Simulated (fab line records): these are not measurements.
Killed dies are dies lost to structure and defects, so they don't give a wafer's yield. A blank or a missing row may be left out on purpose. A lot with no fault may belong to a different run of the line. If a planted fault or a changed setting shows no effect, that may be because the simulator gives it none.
fab line records | flow berkeley-cmos170
record: lots: 5 | wafers: 15 | last-day: 10
route steps=331 shown ZERO@8 NWELL@14
lots that met no fault: taken from a fault-free run of the same line
start-h: hours from the record's first day to the start of the lot's first wafer shown | wait-h: hours since the lot's step before | " same as the row above | L1.1+2: a row that stands for several wafers | - no value, or no start given | * or withheld: withheld | < > ~ a bound
route shown NAME@n: a module of which the file shows steps, and the number in the route of the first | usual: mean/standard deviation taken from wafers without a fault | same: alike in all rows | chamber/n: place in a boat | sites: per-site readings | _std_site: how widely they spread, as a standard deviation | _edge_site: outer sites' mean less inner sites' | radius-mm: for every site, how far away it sits from the centre of the wafer | mask NAME#n: copy n | behind: the last tool/chamber to shape the wafer | hold: reason for holding the lot/hours on hold/outcome of the hold | device: which transistor (n, p or np) failed to switch | end of line: tests of these same wafers at the route's end | a step given without rows: its recipe and nothing more | killed: not the wafer's yield, but the dies lost to structure and defects at the first sort | map: a wafer's dies, x killed, . not, _ none there
set.NAME: the run value of the setting; set.NAME@STEP: its run value at that earlier step | model.NAME: the simulator's own value behind a step, which no gauge read
lots at selected steps of the route; one table per step, one row per wafer
services: from which hour (start-h, from the record's first day; less than 0 if before it) a tool's chamber was out of use, for how many hours, and why
== steps ==
step: UCB170_ZERO_SOFTBAKE_02
recipe: resist: KrF | temp-c: 130 | time-s: 60
lot.wafer  | tool           | chamber | start-h | wait-h
L077.1+3+6 | litho-track-01 | 0       | 36.32   | 0.1
L081.1+2+6 | litho-track-01 | 0       | 54.89   | 0.1
L082.1+2+5 | litho-track-03 | 0       | 59.97   | 0.1
L083.3+4+6 | litho-track-04 | 0       | 65.21   | 0.1
L087.2+5+6 | litho-track-04 | 0       | 88.20   | 0.1
step: UCB170_ZERO_EXPOSE_03
recipe: mask-id: PM_MARKS | na: 0.5 | sigma-outer: 0.6 | source-shape: conventional | target-cd-nm: 4000 | dose-mj: 30
same: na: 0.5
lot.wafer  | tool           | chamber | start-h | wait-h | mask
L077.1+3+6 | krf-scanner-01 | 0       | 36.47   | 0.1    | PM_MARKS#0
L081.1+2+6 | krf-scanner-01 | 0       | 55.16   | 0.2    | PM_MARKS#0
L082.1+2+5 | krf-scanner-01 | 0       | 60.12   | 0.1    | PM_MARKS#0
L083.3+4+6 | krf-scanner-02 | 0       | 65.48   | 0.2    | PM_MARKS#0
L087.2+5+6 | krf-scanner-01 | 0       | 88.39   | 0.2    | PM_MARKS#0
step: UCB170_ZERO_PEB_04
recipe: peb-temp-c: 130 | peb-time-s: withheld | resist: KrF
lot.wafer  | tool           | chamber | start-h | wait-h
L077.1+3+6 | litho-track-04 | 0       | 36.86   | 0.4
L081.1+2+6 | litho-track-03 | 0       | 56.12   | 0.9
L082.1+2+5 | litho-track-01 | 0       | 60.24   | 0.1
L083.3+4+6 | litho-track-03 | 0       | 66.12   | 0.6
L087.2+5+6 | litho-track-04 | 0       | 89.07   | 0.7
step: UCB170_ZERO_DEVELOP_05
recipe: developer: TMAH | develop-time-s: 45 | resist: KrF | dev-temp-c: 21
lot.wafer  | tool           | chamber | start-h | wait-h
L077.1+3+6 | litho-track-04 | 0       | -       | -
L081.1+2+6 | litho-track-03 | 0       | -       | -
L082.1+2+5 | litho-track-01 | 0       | -       | -
L083.3+4+6 | litho-track-03 | 0       | -       | -
L087.2+5+6 | litho-track-04 | 0       | -       | -
step: UCB170_ZERO_ETCH_06
recipe: chemistry: CHF3/CF4/Ar | target: SiO2 | time-s: 12 | pressure-mtorr: 100 | rf-w: 500 | CHF3_flow_sccm: 50 | cf4-flow-sccm: 10 | Ar_flow_sccm: 120 | over-etch-frac: 1.58
usual: chamber-pressure-mTorr: 100.01/0.098 | drypump-motor-current-A: 5.9/0.49 | oes-product-au: 0.618/0.0095 | throttle-valve-pct: 9.19/0.14
lot.wafer | tool        | chamber | start-h | wait-h | chamber-pressure-mTorr | drypump-motor-current-A | oes-product-au | rf-hours-counter-h | throttle-valve-pct
L077.1    | rie-diel-04 | 1       | 37.13   | -      | 99.98                  | 5.0                     | 0.623          | 122                | 9.18
L077.3    | "           | 2       | "       | "      | 99.97                  | 5.7                     | 0.620          | 10                 | 9.16
L077.6    | "           | 1       | "       | "      | 99.92                  | 5.0                     | 0.622          | -                  | 9.16
L081.1    | rie-diel-02 | 0       | 56.40   | -      | 99.84                  | 5.5                     | 0.618          | 127                | 9.05
L081.2    | "           | 3       | "       | "      | 99.88                  | 6.3                     | 0.630          | 11                 | 9.12
L081.6    | "           | 3       | "       | "      | 100.05                 | 6.3                     | 0.624          | -                  | 9.13
L082.1    | rie-diel-04 | 3       | 60.51   | -      | 99.98                  | 6.6                     | 0.612          | 153                | 9.38
L082.2    | "           | 2       | "       | "      | 99.95                  | 5.7                     | 0.631          | 11                 | 9.16
L082.5    | "           | 3       | "       | "      | 100.06                 | 6.6                     | 0.607          | -                  | 9.38
L083.3    | rie-diel-02 | 3       | 66.35   | -      | 99.92                  | 6.3                     | 0.635          | 11                 | 9.13
L083.4    | "           | 0       | "       | "      | 99.95                  | 5.5                     | 0.620          | -                  | 9.06
L083.6    | "           | 1       | "       | "      | 99.97                  | 5.9                     | 0.621          | -                  | 9.19
L087.2    | rie-diel-04 | 2       | 89.32   | -      | 99.98                  | 5.7                     | 0.621          | 12                 | 9.16
L087.5    | "           | 2       | "       | "      | 100.06                 | 5.7                     | 0.636          | -                  | 9.14
L087.6    | "           | 1       | "       | "      | 100.09                 | 5.0                     | 0.636          | -                  | 9.18
step: UCB170_ZERO_STRIP_07
recipe: chemistry: O2 | power-w: 400 | pressure-mtorr: 3500 | platen-temp-c: withheld | o2-flow-sccm: 400 | overash-fraction: 0.5
usual: chamber-pressure-mTorr: 3500/3.4 | drypump-motor-current-A: 6.22/0.22 | oes-product-au: 0.728/0.0047 | strip-time-to-endpoint-s: 21.48/0.059
lot.wafer | tool            | chamber | start-h | wait-h | chamber-pressure-mTorr | drypump-motor-current-A | oes-product-au | rf-hours-counter-h | strip-time-to-endpoint-s
L077.1    | plasma-asher-04 | 0       | 37.16   | 0.0    | 3503                   | 6.38                    | 0.736          | 32                 | 21.46
L077.3    | "               | 1       | "       | "      | 3502                   | 6.02                    | 0.729          | -                  | 21.47
L077.6    | "               | 1       | "       | "      | 3502                   | 6.02                    | 0.737          | -                  | 21.54
L081.1    | plasma-asher-03 | 0       | 56.42   | 0.0    | 3498                   | 6.53                    | 0.736          | 27                 | 21.40
L081.2    | "               | 1       | "       | "      | 3503                   | 5.85                    | 0.725          | 27                 | 21.40
L081.6    | "               | 1       | "       | "      | 3504                   | 5.86                    | 0.736          | -                  | 21.43
L082.1    | plasma-asher-01 | 0       | 60.54   | 0.0    | 3499                   | 6.28                    | 0.730          | 29                 | 21.43
L082.2    | "               | 1       | "       | "      | 3499                   | 6.22                    | 0.726          | 29                 | 21.49
L082.5    | "               | 0       | "       | "      | 3499                   | 6.29                    | 0.720          | -                  | 21.49
L083.3    | plasma-asher-04 | 0       | 66.41   | 0.0    | 3499                   | 6.38                    | 0.733          | -                  | 21.44
L083.4    | "               | 1       | "       | "      | 3500                   | 6.03                    | 0.738          | -                  | 21.46
L083.6    | "               | 1       | "       | "      | 3500                   | 6.03                    | 0.717          | -                  | 21.41
L087.2    | plasma-asher-03 | 0       | 89.34   | 0.0    | 3497                   | 6.57                    | 0.726          | 32                 | 21.42
L087.5    | "               | 0       | "       | "      | 3500                   | 6.56                    | 0.731          | -                  | 21.47
L087.6    | "               | 1       | "       | "      | 3501                   | 5.86                    | 0.725          | -                  | 21.35
step: UCB170_NWELL_WET_ETCH_00
recipe: chemistry: dHF | dilution: 25:1 | target: SiO2 | temp-c: 25 | time-s: 200
usual: temp-c: 24.99/0.1
lot.wafer | tool         | chamber | start-h | wait-h | temp-c
L077.1    | wet-bench-02 | 0       | 37.32   | 0.1    | 24.82
L077.3    | "            | 0       | "       | "      | 24.86
L077.6    | "            | 0       | "       | "      | 24.95
L081.1    | wet-bench-02 | 3       | 56.52   | 0.1    | 25.03
L081.2    | "            | 3       | "       | "      | 25.06
L081.6    | "            | 3       | "       | "      | 24.97
L082.1    | wet-bench-02 | 3       | 60.64   | 0.1    | 25.05
L082.2    | "            | 3       | "       | "      | 24.95
L082.5    | "            | 3       | "       | "      | 24.97
L083.3    | wet-bench-01 | 2       | 66.47   | 0.0    | 25.23
L083.4    | "            | 2       | "       | "      | 24.82
L083.6    | "            | 2       | "       | "      | 25.19
L087.2    | wet-bench-01 | 3       | 89.44   | 0.1    | 24.95
L087.5    | "            | 3       | "       | "      | 24.89
L087.6    | "            | 3       | "       | "      | 24.90
step: UCB170_NWELL_OXIDATION_01
recipe: temp-c: 1000 | ambient: O2 | target-thk-a: 264 | ox-time-s: 1260
lot.wafer  | tool       | chamber | start-h | wait-h
L077.1+3+6 | furnace-04 | 0       | 38.16   | 0.8
L081.1+2+6 | furnace-04 | 0       | 59.52   | 2.9
L082.1+2+5 | furnace-02 | 0       | 65.07   | 4.4
L083.3+4+6 | furnace-04 | 0       | 71.96   | 5.4
L087.2+5+6 | furnace-01 | 0       | 94.43   | 4.9
step: UCB170_NWELL_THK_MEAS_02
recipe: reads: SiO2_of_NWELL_OXIDATION_01
usual: NWELL_OXIDE_THK: 26.3/0.55
lot.wafer | tool          | chamber | start-h | wait-h | NWELL_OXIDE_THK[nm]
L077.1    | film-metro-02 | -       | 39.51   | 0.0    | 25.9
L077.3    | "             | -       | "       | "      | 25.4
L077.6    | "             | -       | "       | "      | 25.4
L081.1    | film-metro-03 | -       | 60.87   | 0.0    | 26.4
L081.2    | "             | -       | "       | "      | 26.4
L081.6    | "             | -       | "       | "      | 26.0
L082.1    | film-metro-03 | -       | 66.42   | 0.0    | 25.8
L082.2    | "             | -       | "       | "      | 25.9
L082.5    | "             | -       | "       | "      | 26.3
L083.3    | film-metro-04 | -       | 73.33   | 0.0    | 26.1
L083.4    | "             | -       | "       | "      | 25.9
L083.6    | "             | -       | "       | "      | 25.9
L087.2    | film-metro-03 | -       | 95.79   | 0.0    | 25.7
L087.5    | "             | -       | "       | "      | 25.8
L087.6    | "             | -       | "       | "      | 26.2
step: UCB170_NWELL_ANNEAL_03
recipe: temp-c: 1000 | time-s: 900 | ambient: N2
lot.wafer  | tool       | chamber | start-h | wait-h
L077.1+3+6 | furnace-02 | 0       | 41.19   | 1.7
L081.1+2+6 | furnace-04 | 0       | 65.12   | 4.2
L082.1+2+5 | furnace-02 | 0       | 71.27   | 4.8
L083.3+4+6 | furnace-01 | 0       | 77.64   | 4.3
L087.2+5+6 | furnace-02 | 0       | 96.67   | 0.9
== services ==
tool            | chamber | start-h | hours | kind
krf-scanner-01  | -       | 24.96   | 1.0   | pm
plasma-asher-01 | -       | 41.58   | 15.6  | pm
rie-diel-02     | 2       | 42.10   | 4.7   | repair
plasma-asher-03 | -       | 45.75   | 4.9   | repair
krf-scanner-02  | -       | 46.25   | 0.3   | repair
rie-diel-02     | 2       | 46.79   | -     | clean
rie-diel-02     | 2       | 46.79   | -     | consumable-replace:esc
rie-diel-02     | 2       | 46.79   | 19.9  | scheduled-down
rie-diel-02     | 2       | 46.79   | 19.9  | vent-cycle
krf-scanner-02  | -       | 56.84   | 7.2   | pm
krf-scanner-01  | -       | 64.09   | 0.2   | repair
plasma-asher-01 | -       | 73.61   | 14.6  | repair
rie-diel-02     | -       | 74.80   | 14.6  | pm
krf-scanner-01  | -       | 76.51   | 0.8   | pm
krf-scanner-02  | -       | 79.75   | 4.4   | pm
krf-scanner-02  | -       | 84.12   | 1.3   | pm
plasma-asher-01 | -       | 88.19   | 2.8   | pm
rie-diel-04     | 2       | 89.38   | 6.4   | repair
rie-diel-02     | 3       | 91.57   | 7.4   | repair
== key ==
fault none
